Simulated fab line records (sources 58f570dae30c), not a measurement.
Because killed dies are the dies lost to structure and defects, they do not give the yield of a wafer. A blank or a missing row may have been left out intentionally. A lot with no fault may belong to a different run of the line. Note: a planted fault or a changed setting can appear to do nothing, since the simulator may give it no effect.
Which of the tools did it? / flow berkeley-cmos170 / 13 lots with 39 wafers sampled at 4 steps, on a route of 331 steps

== WHAT THE GAUGES SHOWED, per wafer ==
UCB170_PWELL_THK_MEAS_06.
lot=L994; measured=day 3 07:13; on=film-metro-03; PWELL_NITRIDE_THK (nm)=219.3 217.8 219.6
lot=L996; measured=day 3 07:13; on=film-metro-04; PWELL_NITRIDE_THK (nm)=216.9 217.4 217.2
lot=L997; measured=day 3 16:44; on=film-metro-04; PWELL_NITRIDE_THK (nm)=220.2 219.9 222.4
lot=L998; measured=day 3 23:52; on=film-metro-03; PWELL_NITRIDE_THK (nm)=217.0 215.7 218.1
lot=L100; measured=day 4 07:20; on=film-metro-04; PWELL_NITRIDE_THK (nm)=219.8 218.9 219.3
lot=L102; measured=day 4 20:13; on=film-metro-01; PWELL_NITRIDE_THK (nm)=220.1 221.7 223.3
lot=L103; measured=day 4 20:13; on=film-metro-03; PWELL_NITRIDE_THK (nm)=225.9 225.4 224.1
lot=L104; measured=day 5 05:44; on=film-metro-01; PWELL_NITRIDE_THK (nm)=219.7 217.7 218.6
lot=L106; measured=day 5 05:44; on=film-metro-03; PWELL_NITRIDE_THK (nm)=218.7 219.0 220.5
lot=L111; measured=day 6 06:37; on=film-metro-04; PWELL_NITRIDE_THK (nm)=209.7 208.7 210.1
lot=L116; measured=day 7 12:44; on=film-metro-03; PWELL_NITRIDE_THK (nm)=219.1 216.9 216.8
lot=L115; measured=day 7 15:37; on=film-metro-03; PWELL_NITRIDE_THK (nm)=217.6 219.3 219.4
lot=L117; measured=day 7 15:37; on=film-metro-04; PWELL_NITRIDE_THK (nm)=219.1 220.9 220.2

UCB170_WELLDRIVE_THK_MEAS_02.
lot=L994; measured=day 3 19:03; on=film-metro-03; WELLDRIVE_OXIDE_THK (nm)=204 201 204
lot=L996; measured=day 3 21:47; on=film-metro-02; WELLDRIVE_OXIDE_THK (nm)=194 194 194
lot=L997; measured=day 4 05:29; on=film-metro-02; WELLDRIVE_OXIDE_THK (nm)=199 200 198
lot=L998; measured=day 4 11:13; on=film-metro-04; WELLDRIVE_OXIDE_THK (nm)=205 204 203
lot=L100; measured=day 4 20:07; on=film-metro-03; WELLDRIVE_OXIDE_THK (nm)=201 205 202
lot=L102; measured=day 5 09:53; on=film-metro-03; WELLDRIVE_OXIDE_THK (nm)=197 201 201
lot=L103; measured=day 5 09:53; on=film-metro-02; WELLDRIVE_OXIDE_THK (nm)=197 199 199
lot=L104; measured=day 5 15:55; on=film-metro-04; WELLDRIVE_OXIDE_THK (nm)=193 191 196
lot=L106; measured=day 5 15:56; on=film-metro-02; WELLDRIVE_OXIDE_THK (nm)=202 201 201
lot=L111; measured=day 6 20:24; on=film-metro-04; WELLDRIVE_OXIDE_THK (nm)=201 201 201
lot=L116; measured=day 8 00:05; on=film-metro-04; WELLDRIVE_OXIDE_THK (nm)=201 199 197
lot=L115; measured=day 8 04:07; on=film-metro-03; WELLDRIVE_OXIDE_THK (nm)=206 206 206
lot=L117; measured=day 8 04:07; on=film-metro-04; WELLDRIVE_OXIDE_THK (nm)=204 205 205

UCB170_PFIELD_OVL_MEAS_06.
lot=L994; measured=day 4 15:37; on=overlay-02; PFIELD_OVL (nm)=2 0 -2
lot=L996; measured=day 4 16:26; on=overlay-02; PFIELD_OVL (nm)=2 -3 0
lot=L997; measured=day 4 20:14; on=overlay-02; PFIELD_OVL (nm)=2 -5 -5
lot=L998; measured=day 5 02:58; on=overlay-01; PFIELD_OVL (nm)=-6 -3 -3
lot=L100; measured=day 5 14:10; on=overlay-02; PFIELD_OVL (nm)=-1 -5 2
lot=L102; measured=day 6 04:24; on=overlay-01; PFIELD_OVL (nm)=1 -5 0
lot=L103; measured=day 6 05:11; on=overlay-01; PFIELD_OVL (nm)=-5 6 0
lot=L104; measured=day 6 09:24; on=overlay-01; PFIELD_OVL (nm)=-5 -2 6
lot=L106; measured=day 6 09:47; on=overlay-02; PFIELD_OVL (nm)=-2 -2 -4
lot=L111; measured=day 7 15:29; on=overlay-01; PFIELD_OVL (nm)=1 7 1
lot=L116; measured=day 8 14:19; on=overlay-01; PFIELD_OVL (nm)=7 11 14
lot=L115; measured=day 8 23:19; on=overlay-02; PFIELD_OVL (nm)=1 2 4
lot=L117; measured=day 8 23:41; on=overlay-01; PFIELD_OVL (nm)=-7 -14 -7

== WHAT TOOL EACH LOT RAN ON (gives the tool, then ch and the chambers of the sampled wafers, and finally the start) ==
lot=L994; UCB170_PWELL_CVD_05=lpcvd-01 ch 0, day 3 05:17
lot=L996; UCB170_PWELL_CVD_05=lpcvd-01 ch 0, day 3 05:17
lot=L997; UCB170_PWELL_CVD_05=lpcvd-01 ch 1, day 3 14:49
lot=L998; UCB170_PWELL_CVD_05=lpcvd-01 ch 1, day 3 21:56
lot=L100; UCB170_PWELL_CVD_05=lpcvd-01 ch 1, day 4 04:28
lot=L102; UCB170_PWELL_CVD_05=lpcvd-02 ch 1, day 4 18:18
lot=L103; UCB170_PWELL_CVD_05=lpcvd-02 ch 0, day 4 18:18
lot=L104; UCB170_PWELL_CVD_05=lpcvd-02 ch 1, day 5 03:49
lot=L106; UCB170_PWELL_CVD_05=lpcvd-02 ch 1, day 5 03:49
lot=L111; UCB170_PWELL_CVD_05=lpcvd-01 ch 1, day 6 04:42
lot=L116; UCB170_PWELL_CVD_05=lpcvd-02 ch 0, day 7 09:52
lot=L115; UCB170_PWELL_CVD_05=lpcvd-02 ch 1, day 7 12:44
lot=L117; UCB170_PWELL_CVD_05=lpcvd-02 ch 0, day 7 12:44
- UCB170_PWELL_CVD_05: deposits Si3N4 from SiH2Cl2/NH3, target thk 220 nm, time 3300 s.

== WHAT THE TOOLS THEMSELVES READ (means of the sampled wafers that have a number; where no wafer has one, the mark that the record gives instead) ==
UCB170_PWELL_CVD_05.
lot=L994; tool=lpcvd-01; nh3-flow-sccm (sccm)=74.93
lot=L996; tool=lpcvd-01; nh3-flow-sccm (sccm)=75.10
lot=L997; tool=lpcvd-01; nh3-flow-sccm (sccm)=74.97
lot=L998; tool=lpcvd-01; nh3-flow-sccm (sccm)=75.01
lot=L100; tool=lpcvd-01; nh3-flow-sccm (sccm)=75.13
lot=L102; tool=lpcvd-02; nh3-flow-sccm (sccm)=75.01
lot=L103; tool=lpcvd-02; nh3-flow-sccm (sccm)=75.08
lot=L104; tool=lpcvd-02; nh3-flow-sccm (sccm)=74.87
lot=L106; tool=lpcvd-02; nh3-flow-sccm (sccm)=75.00
lot=L111; tool=lpcvd-01; nh3-flow-sccm (sccm)=74.78
lot=L116; tool=lpcvd-02; nh3-flow-sccm (sccm)=75.17
lot=L115; tool=lpcvd-02; nh3-flow-sccm (sccm)=75.22
lot=L117; tool=lpcvd-02; nh3-flow-sccm (sccm)=75.26

== THE ANSWER, worked out from the rows above alone ==
Rule: usual is defined by the lots themselves. Put in order of their means at a reading, lots are off if they are a third of the lots or fewer, leave a main group of 4 or more, and stand apart from it by a gap of 3 or more times the standard deviation of the main group's means; of several such gaps the widest counts. Not used: any main group whose means are identical at the precision the tables above print for the reading. Also off: a lot with no number at a reading for which 4 or more lots have one. All remaining lots with rows at the step are treated as sound. The gauges are gone through in route order, then the tools' own readings, and for those a lot's mean is taken as printed above. At the first step where some lot is off, the reading lying furthest off is the one used; lots without a number count as furthest.
Off: L111, seen at UCB170_PWELL_THK_MEAS_06 (PWELL_NITRIDE_THK). Mean 219.5 nm and standard deviation 2.2 in the main group.
If a tool, at a process step before that reading, ran all the lots that are off and no sound lot after the first of them, it fits. Those tools and the gauges at UCB170_PWELL_THK_MEAS_06 are tried in the same way. One candidate fits, namely lpcvd-01 at UCB170_PWELL_CVD_05. Its last sound lot is L100 (day 4 04:28), its first lot that is off L111 (day 6 04:42): a fault that began between those two fits.

== WHAT THE SIMULATOR PUT IN ==
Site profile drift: lpcvd-01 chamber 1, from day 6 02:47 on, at UCB170_PWELL_CVD_05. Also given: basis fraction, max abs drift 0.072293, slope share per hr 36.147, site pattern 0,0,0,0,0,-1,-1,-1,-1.
Struck lots among those shown: L111. The rule above reached the same finding.
